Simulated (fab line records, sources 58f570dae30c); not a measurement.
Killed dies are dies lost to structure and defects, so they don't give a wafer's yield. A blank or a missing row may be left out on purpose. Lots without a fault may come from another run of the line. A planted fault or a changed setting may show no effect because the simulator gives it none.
Tool commonality check | flow berkeley_cmos170 | 14 lots, 42 wafers sampled

WHY IT WAS OPENED
At UCB170_PVT_TW_MEAS_09 the reading PVT_TW is flagged on 2 of 14 lots. Wafers without a fault read 507, standard deviation 8.5.
Rule: a lot is flagged when every wafer of it that has a number lies more than 4 standard deviations from that mean, or none has a number. The other lots count as sound.

lot  | measured     | on            | PVT_TW, wafer by wafer | flag
L119 | day 7 05:02  | film_metro-01 | 499 500 500            |
L121 | day 7 13:58  | film_metro-01 | 501 502 501            |
L123 | day 7 23:13  | film_metro-01 | 501 500 500            |
L122 | day 8 00:08  | film_metro-01 | 500 499 500            |
L124 | day 8 11:31  | film_metro-02 | 514 514 512            |
L127 | day 8 11:40  | film_metro-04 | 524 520 522            |
L126 | day 8 12:05  | film_metro-04 | 520 521 520            |
L128 | day 9 11:40  | film_metro-01 | 31 31 31               | FLAGGED
L130 | day 9 11:55  | film_metro-04 | 32 32 32               | FLAGGED
L132 | day 9 12:11  | film_metro-01 | 502 503 503            |
L138 | day 10 06:25 | film_metro-02 | 511 513 512            |
L137 | day 10 06:43 | film_metro-02 | 507 509 507            |
L135 | day 10 07:08 | film_metro-04 | 516 515 514            |
L139 | day 10 07:16 | film_metro-01 | 498 497 495            |
The numbers of the flagged lots are 32 on average: -476 against the usual, or -56 standard deviations.

WHICH TOOL RAN EACH LOT
The record holds 1 process step before the reading, out of a route of 331 steps. In each cell: the tool, then ch and the chambers that the sampled wafers went through, then the start.
lot  | flag    | UCB170_PVT_DEVELOP_05
L119 |         | litho_track-03 ch 0, day 7 04:00
L121 |         | litho_track-02 ch 0, day 7 13:00
L123 |         | litho_track-01 ch 0, day 7 22:00
L122 |         | litho_track-02 ch 0, day 7 23:00
L124 |         | litho_track-03 ch 0, day 8 11:00
L127 |         | litho_track-02 ch 0, day 8 11:00
L126 |         | litho_track-03 ch 0, day 8 11:00
L128 | FLAGGED | litho_track-02 ch 0, day 9 11:00
L130 | FLAGGED | litho_track-02 ch 0, day 9 11:00
L132 |         | litho_track-03 ch 0, day 9 11:00
L138 |         | litho_track-01 ch 0, day 10 06:00
L137 |         | litho_track-01 ch 0, day 10 06:00
L135 |         | litho_track-03 ch 0, day 10 06:00
L139 |         | litho_track-01 ch 0, day 10 06:00
What these steps do:
- UCB170_PVT_DEVELOP_05: develop time 45 s.
- UCB170_PVT_TW_MEAS_09

FLAGGED OVER TOTAL, TOOL BY TOOL (the gauges that took the reading come last)
step                  | tool           | lots run | flagged | share of the flagged lots | sound lots run after its first flagged lot
UCB170_PVT_DEVELOP_05 | litho_track-01 | 4        | 0       | none                      | -
UCB170_PVT_DEVELOP_05 | litho_track-02 | 5        | 2       | all                       | 0
UCB170_PVT_DEVELOP_05 | litho_track-03 | 5        | 0       | none                      | -
UCB170_PVT_TW_MEAS_09 | film_metro-01  | 7        | 1       | some                      | 2 (L132,L139)
UCB170_PVT_TW_MEAS_09 | film_metro-02  | 3        | 0       | none                      | -
UCB170_PVT_TW_MEAS_09 | film_metro-04  | 4        | 1       | some                      | 1 (L135)

WHAT THE TABLE ALLOWS
1 row of the table ran every flagged lot: litho_track-02 at UCB170_PVT_DEVELOP_05.
- litho_track-02 at UCB170_PVT_DEVELOP_05: 2 of its 5 lots flagged. Its last sound lot is L127 (day 8 11:00), its first flagged lot L128 (day 9 11:00): a fault that began between those two fits.
One tool is left: litho_track-02 at UCB170_PVT_DEVELOP_05.

WHAT THE SIMULATOR HAD PUT IN
Process parameter drift: litho_track-02, from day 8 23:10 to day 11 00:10, at UCB170_PVT_DEVELOP_05. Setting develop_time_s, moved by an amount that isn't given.
Lots struck among those shown: L128, L130. The rule above found the same.
